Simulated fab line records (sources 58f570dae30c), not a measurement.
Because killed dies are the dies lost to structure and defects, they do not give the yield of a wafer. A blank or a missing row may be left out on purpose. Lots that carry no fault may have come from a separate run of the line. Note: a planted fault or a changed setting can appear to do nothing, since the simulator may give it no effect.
The tool behind it: which one? :: flow berkeley cmos170 :: 39 wafers from 13 lots sampled at 6 of the route's 331 steps

WHAT EACH GAUGE READ, for each wafer
UCB170_PVT_OVL_MEAS_06.
lot: L530
measured: day 5 10:17
on: overlay-01
PVT_OVL (nm): 1 2 7

lot: L532
measured: day 6 05:59
on: overlay-01
PVT_OVL (nm): -4 0 -6

lot: L534
measured: day 6 08:54
on: overlay-02
PVT_OVL (nm): -3 5 4

lot: L536
measured: day 6 17:58
on: overlay-02
PVT_OVL (nm): 12 8 7

lot: L537
measured: day 6 18:19
on: overlay-02
PVT_OVL (nm): -9 -4 -15

lot: L541
measured: day 7 14:52
on: overlay-02
PVT_OVL (nm): 0 4 -5

lot: L543
measured: day 8 03:06
on: overlay-01
PVT_OVL (nm): -1 6 6

lot: L544
measured: day 8 04:25
on: overlay-01
PVT_OVL (nm): 4 6 2

lot: L546
measured: day 8 12:41
on: overlay-01
PVT_OVL (nm): -1 1 -4

lot: L550
measured: day 9 08:50
on: overlay-02
PVT_OVL (nm): -3 -1 -5

lot: L548
measured: day 9 09:04
on: overlay-01
PVT_OVL (nm): -2 -6 0

lot: L552
measured: day 9 16:56
on: overlay-02
PVT_OVL (nm): -2 -2 2

lot: L551
measured: day 9 17:10
on: overlay-02
PVT_OVL (nm): -4 -1 -6

UCB170_NLDD_TW_MEAS_11.
lot: L530
measured: day 6 05:27
on: film metro-01
NLDD_TW: 2173 2175 2180

lot: L532
measured: day 6 22:35
on: film metro-03
NLDD_TW: 2213 2195 2189

lot: L534
measured: day 7 02:10
on: film metro-01
NLDD_TW: 2185 2203 2182

lot: L536
measured: day 7 07:19
on: film metro-02
NLDD_TW: 2261 2248 2261

lot: L537
measured: day 7 08:07
on: film metro-02
NLDD_TW: 2270 2258 2263

lot: L541
measured: day 8 08:40
on: film metro-02
NLDD_TW: 2261 2275 2265

lot: L543
measured: day 8 22:15
on: film metro-03
NLDD_TW: 2190 2195 2206

lot: L544
measured: day 8 22:44
on: film metro-03
NLDD_TW: 2198 2204 2198

lot: L546
measured: day 9 05:38
on: film metro-02
NLDD_TW: 2254 2267 2264

lot: L550
measured: day 10 01:49
on: film metro-01
NLDD_TW: 2173 2195 2171

lot: L548
measured: day 10 01:32
on: film metro-02
NLDD_TW: 2269 2271 2277

lot: L552
measured: day 10 08:41
on: film metro-02
NLDD_TW: 2277 2275 2284

lot: L551
measured: day 10 08:41
on: film metro-03
NLDD_TW: 2215 2203 2212

UCB170_NSD_CD_MEAS_06 targets a cd of 1200 nm.
lot: L530
measured: day 6 11:23
on: cd sem-02
cd nm (nm): 1199.0 1200.4 1199.0

lot: L532
measured: day 7 04:52
on: cd sem-01
cd nm (nm): 1199.6 1199.2 1200.9

lot: L534
measured: day 7 08:53
on: cd sem-01
cd nm (nm): 1199.2 1199.5 1199.8

lot: L536
measured: day 7 15:59
on: cd sem-01
cd nm (nm): - - -

lot: L537
measured: day 7 16:37
on: cd sem-02
cd nm (nm): 1199.9 1200.6 1199.6

lot: L541
measured: day 8 17:42
on: cd sem-01
cd nm (nm): 1200.5 1198.4 1199.4

lot: L543
measured: day 9 08:16
on: cd sem-01
cd nm (nm): 1199.1 1198.2 1198.4

lot: L544
measured: day 9 07:59
on: cd sem-01
cd nm (nm): 1199.3 1199.4 1198.2

lot: L546
measured: day 9 15:58
on: cd sem-01
cd nm (nm): 1198.9 1199.4 1198.7

lot: L550
measured: day 10 10:50
on: cd sem-02
cd nm (nm): 1200.2 1200.8 1200.6

lot: L548
measured: day 10 10:37
on: cd sem-01
cd nm (nm): 1199.2 1200.0 1200.4

lot: L552
measured: day 10 19:22
on: cd sem-01
cd nm (nm): 1199.0 1199.3 1199.0

lot: L551
measured: day 10 19:02
on: cd sem-01
cd nm (nm): 1201.1 1201.8 1200.7

UCB170_NSD_TW_MEAS_10.
lot: L530
measured: day 6 11:46
on: film metro-01
NSD_TW: 4138 4120 4112

lot: L532
measured: day 7 05:16
on: film metro-01
NSD_TW: 4129 4112 4133

lot: L534
measured: day 7 09:17
on: film metro-03
NSD_TW: 4174 4202 4186

lot: L536
measured: day 7 16:22
on: film metro-01
NSD_TW: 29 30 29

lot: L537
measured: day 7 17:01
on: film metro-02
NSD_TW: 4268 4255 4293

lot: L541
measured: day 8 18:07
on: film metro-02
NSD_TW: 4247 4272 4280

lot: L543
measured: day 9 08:39
on: film metro-01
NSD_TW: 4163 4142 4142

lot: L544
measured: day 9 08:22
on: film metro-01
NSD_TW: 4175 4135 4141

lot: L546
measured: day 9 16:21
on: film metro-01
NSD_TW: 4148 4146 4149

lot: L550
measured: day 10 11:14
on: film metro-01
NSD_TW: 4105 4111 4129

lot: L548
measured: day 10 11:01
on: film metro-01
NSD_TW: 4121 4125 4135

lot: L552
measured: day 10 19:47
on: film metro-01
NSD_TW: 4141 4120 4115

lot: L551
measured: day 10 19:26
on: film metro-01
NSD_TW: 4101 4115 4115

TOOL THAT RAN EACH LOT (tool first, then ch and the chambers of the sampled wafers, then the start)
lot: L530
UCB170_SPACER_ETCHBACK_03: rie diel-02 ch 0,1,2, day 6 07:43
UCB170_NSD_EXPOSE_03: krf scanner-01 ch 0, day 6 10:38

lot: L532
UCB170_SPACER_ETCHBACK_03: rie diel-02 ch 1,2,3, day 7 01:14
UCB170_NSD_EXPOSE_03: krf scanner-02 ch 0, day 7 04:28

lot: L534
UCB170_SPACER_ETCHBACK_03: rie diel-03 ch 0,1, day 7 05:38
UCB170_NSD_EXPOSE_03: krf scanner-01 ch 0, day 7 08:29

lot: L536
UCB170_SPACER_ETCHBACK_03: rie diel-01 ch 2,3, day 7 13:10
UCB170_NSD_EXPOSE_03: krf scanner-01 ch 0, day 7 15:21

lot: L537
UCB170_SPACER_ETCHBACK_03: rie diel-01 ch 1,2,3, day 7 13:14
UCB170_NSD_EXPOSE_03: krf scanner-01 ch 0, day 7 16:14

lot: L541
UCB170_SPACER_ETCHBACK_03: rie diel-01 ch 0,1,3, day 8 14:36
UCB170_NSD_EXPOSE_03: krf scanner-01 ch 0, day 8 16:59

lot: L543
UCB170_SPACER_ETCHBACK_03: rie diel-01 ch 0,1,2, day 9 04:16
UCB170_NSD_EXPOSE_03: krf scanner-01 ch 0, day 9 07:47

lot: L544
UCB170_SPACER_ETCHBACK_03: rie diel-02 ch 1,2, day 9 04:16
UCB170_NSD_EXPOSE_03: krf scanner-01 ch 0, day 9 07:34

lot: L546
UCB170_SPACER_ETCHBACK_03: rie diel-01 ch 0,1,2, day 9 10:24
UCB170_NSD_EXPOSE_03: krf scanner-02 ch 0, day 9 15:22

lot: L550
UCB170_SPACER_ETCHBACK_03: rie diel-03 ch 0,2,3, day 10 06:56
UCB170_NSD_EXPOSE_03: krf scanner-01 ch 0, day 10 10:22

lot: L548
UCB170_SPACER_ETCHBACK_03: rie diel-02 ch 0,1,2, day 10 06:52
UCB170_NSD_EXPOSE_03: krf scanner-01 ch 0, day 10 09:54

lot: L552
UCB170_SPACER_ETCHBACK_03: rie diel-02 ch 0,3, day 10 14:13
UCB170_NSD_EXPOSE_03: krf scanner-02 ch 0, day 10 18:44

lot: L551
UCB170_SPACER_ETCHBACK_03: rie diel-03 ch 0,1,2, day 10 14:13
UCB170_NSD_EXPOSE_03: krf scanner-02 ch 0, day 10 18:38
- UCB170_SPACER_ETCHBACK_03: etches SiO2 in CHF3/CF4/Ar, stops on Si, target depth 376 nm, time 100 s.
- UCB170_NSD_EXPOSE_03: exposes mask NSELECT MOD, target cd 1200 nm.

WHAT THE TOOLS THEMSELVES READ (means of the sampled wafers that have a number; where no wafer has one, the mark that the record gives instead)
UCB170_SPACER_ETCHBACK_03.
lot: L530
tool: rie diel-02
chamber pressure mTorr (mTorr): 199.84
drypump motor current A (A): 5.7
oes product au (a.u.): 0.880
throttle valve pct (%): 6.51

lot: L532
tool: rie diel-02
chamber pressure mTorr (mTorr): 199.93
drypump motor current A (A): 6.1
oes product au (a.u.): 0.905
throttle valve pct (%): 6.48

lot: L534
tool: rie diel-03
chamber pressure mTorr (mTorr): 200.07
drypump motor current A (A): 5.8
oes product au (a.u.): 0.913
throttle valve pct (%): 6.58

lot: L536
tool: rie diel-01
chamber pressure mTorr (mTorr): 199.96
drypump motor current A (A): 6.4
oes product au (a.u.): 0.906
throttle valve pct (%): 6.47

lot: L537
tool: rie diel-01
chamber pressure mTorr (mTorr): 200.06
drypump motor current A (A): 6.0
oes product au (a.u.): 0.903
throttle valve pct (%): 6.46

lot: L541
tool: rie diel-01
chamber pressure mTorr (mTorr): 199.84
drypump motor current A (A): 5.9
oes product au (a.u.): 0.869
throttle valve pct (%): 6.39

lot: L543
tool: rie diel-01
chamber pressure mTorr (mTorr): 199.94
drypump motor current A (A): 6.2
oes product au (a.u.): 0.899
throttle valve pct (%): 6.41

lot: L544
tool: rie diel-02
chamber pressure mTorr (mTorr): 199.95
drypump motor current A (A): 6.1
oes product au (a.u.): 0.894
throttle valve pct (%): 6.44

lot: L546
tool: rie diel-01
chamber pressure mTorr (mTorr): 199.97
drypump motor current A (A): 6.3
oes product au (a.u.): 0.903
throttle valve pct (%): 6.41

lot: L550
tool: rie diel-03
chamber pressure mTorr (mTorr): 200.12
drypump motor current A (A): 5.9
oes product au (a.u.): 0.889
throttle valve pct (%): 6.35

lot: L548
tool: rie diel-02
chamber pressure mTorr (mTorr): 199.86
drypump motor current A (A): 5.7
oes product au (a.u.): 0.883
throttle valve pct (%): 6.51

lot: L552
tool: rie diel-02
chamber pressure mTorr (mTorr): 200.01
drypump motor current A (A): 5.1
oes product au (a.u.): 0.892
throttle valve pct (%): 6.61

lot: L551
tool: rie diel-03
chamber pressure mTorr (mTorr): 200.00
drypump motor current A (A): 5.9
oes product au (a.u.): 0.903
throttle valve pct (%): 6.52

UCB170_NSD_EXPOSE_03.
lot: L530
tool: krf scanner-01
reticle temp C (C): 23.04

lot: L532
tool: krf scanner-02
reticle temp C (C): 23.02

lot: L534
tool: krf scanner-01
reticle temp C (C): 23.04

lot: L536
tool: krf scanner-01
reticle temp C (C): 22.92

lot: L537
tool: krf scanner-01
reticle temp C (C): 22.93

lot: L541
tool: krf scanner-01
reticle temp C (C): 23.07

lot: L543
tool: krf scanner-01
reticle temp C (C): 22.93

lot: L544
tool: krf scanner-01
reticle temp C (C): 23.05

lot: L546
tool: krf scanner-02
reticle temp C (C): 22.88

lot: L550
tool: krf scanner-01
reticle temp C (C): 22.95

lot: L548
tool: krf scanner-01
reticle temp C (C): 22.89

lot: L552
tool: krf scanner-02
reticle temp C (C): 22.90

lot: L551
tool: krf scanner-02
reticle temp C (C): 22.88

THE ANSWER, worked out from the rows above alone
Rule: the usual values come from the lots themselves. Put in order of their means at a reading, lots are off if they are a third of the lots or fewer, leave a main group of 4 or more, and stand apart from it by a gap of 3 or more times the standard deviation of the main group's means; of several such gaps the widest counts. A main group whose means are all the same, to the digits that the tables above print for the reading, isn't used. A lot without any number at a reading at which 4 lots or more have one is off too. Where the step has rows for the other lots, those lots are counted as sound. Order of review: gauges by route order, followed by the tools' own readings, for which a lot's mean as printed above is used. The first step at which some lot is off is used, and at that step the reading that is off furthest; a lot without a number counts as furthest.
Off: L536 (UCB170_NSD_CD_MEAS_06, cd nm). Without a number there: L536. The main group has a mean of 1199.6 nm with a standard deviation of 0.7.
A tool fits if, at a process step before that reading, it ran every lot that is off, and no sound lot after the first of them. Not tried: the gauges at UCB170_NSD_CD_MEAS_06; whatever is off there is also off at UCB170_NSD_TW_MEAS_10, on other tools, and gauge error can't account for it. No candidate that was tried fits.

WHAT THE SIMULATOR HAD INSERTED
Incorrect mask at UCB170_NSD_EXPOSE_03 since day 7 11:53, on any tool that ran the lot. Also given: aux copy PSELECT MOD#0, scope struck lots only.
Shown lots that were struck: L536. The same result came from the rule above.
